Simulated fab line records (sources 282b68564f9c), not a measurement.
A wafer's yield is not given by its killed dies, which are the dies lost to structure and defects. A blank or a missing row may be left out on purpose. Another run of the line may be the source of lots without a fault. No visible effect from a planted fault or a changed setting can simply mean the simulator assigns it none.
Struck lot and sound lot, side by side :: flow ritCmos :: 14 steps out of a route of 202
Sound: these wafers, L279.2, L279.5, L279.6. Struck: wafers L269.3, L269.4, L269.6. The cause comes at the end.
Per side, at each step with rows, come the tool, then ch with its chambers, and then its first start. Under that, the readings that differ: sound wafers :: struck wafers :: difference of the means :: sigmas: that difference in standard deviations of wafers without a fault.
alike: same words and numbers on both sides, and readings whose means sit less than 2 such deviations apart. not compared: any withheld reading, any reading some wafer has no value for, any bound like >300 that may hide the same value, and any number with overlapping values for which the record gives no deviation.
A row with sigmas, a row that says differs or no value, or rows on one side alone: a step with any of these is where the two part. Numbers that don't overlap but have no deviation are shown without sigmas and don't part them. Lack of a reading on every wafer of one side parts them only where that side has two or more wafers.

first, 1 step without rows for these wafers: RIT_GATE_CVD_08 (deposits poly-Si from SiH4, target thk 250 nm, time 2220 s).
RIT_GATE_THK_MEAS_09:
  sound on filmMetro-04, day 6 15:17; struck on filmMetro-02, day 4 07:00
  alike: GATE_POLY_THK
then, 6 steps without rows for these wafers: RIT_GATE_HMDS_10 (prime time 60 s); RIT_GATE_COAT_11 (resist thk 850 nm); RIT_GATE_SOFTBAKE_12 (time 60 s); RIT_GATE_EXPOSE_13 (exposes mask M6, target cd 150 nm); RIT_GATE_PEB_14; RIT_GATE_DEVELOP_15 (develop time 50 s).
RIT_GATE_CD_MEAS_16: the cd target is 150 nm.
  sound on cdSem-01, day 6 16:22; struck on cdSem-02, day 4 08:03
reading: cdNm (nm)
sound: 150.8 149.0 148.7
struck: 155.8 154.8 155.4
difference: +5.8
sigmas: +2
RIT_GATE_OVL_MEAS_17:
  sound on overlay-02, day 6 16:29; struck on overlay-01, day 4 08:09
  alike: GATE_OVL
then, 1 step without rows for these wafers: RIT_GATE_HARDBAKE_18 (time 60 s).
RIT_GATE_ETCH_19: etches poly-Si in SF6/CHF3/O2, stops on SiO2, time 165 s, target depth 312.5 nm.
  sound on rieSi-02 ch 2,3, day 6 16:53; struck on rieSi-02 ch 1,2, day 4 08:19
  alike: O2_flow_sccm, drypumpMotorCurrentA, oesProductAu, throttleValvePct
  not compared: rfHoursCounterH
RIT_GATE_STRIP_20: strips in O2, time 180 s.
  sound on plasmaAsher-01 ch 0,1, day 6 16:59; struck on plasmaAsher-04 ch 0,1, day 4 08:29
  no value came back on the struck wafers for chamberPressureMTorr (mTorr), drypumpMotorCurrentA (A); on the sound wafers chamberPressureMTorr (mTorr) reads 4001 3996 4001
reading: model.NOVOLAK_of_GATE_COAT_11.thkNm (nm)
sound: 0 0 0
struck: 665.3 670.7 672.3
difference: +669.4
sigmas: 
  not compared: rfHoursCounterH
RIT_GATE_CD_MEAS_90: the cd target is 150 nm.
  sound on cdSem-02, day 6 17:11; struck on cdSem-01, day 4 08:38
reading: cdNm (nm)
sound: 150.5 149.1 148.3
struck: 155.6 154.6 155.5
difference: +5.9
sigmas: +2

== WHERE THEY PART ==
Earliest at RIT_GATE_CD_MEAS_16; latest, in this record, at RIT_GATE_CD_MEAS_90.

WHY: what the simulator had put in
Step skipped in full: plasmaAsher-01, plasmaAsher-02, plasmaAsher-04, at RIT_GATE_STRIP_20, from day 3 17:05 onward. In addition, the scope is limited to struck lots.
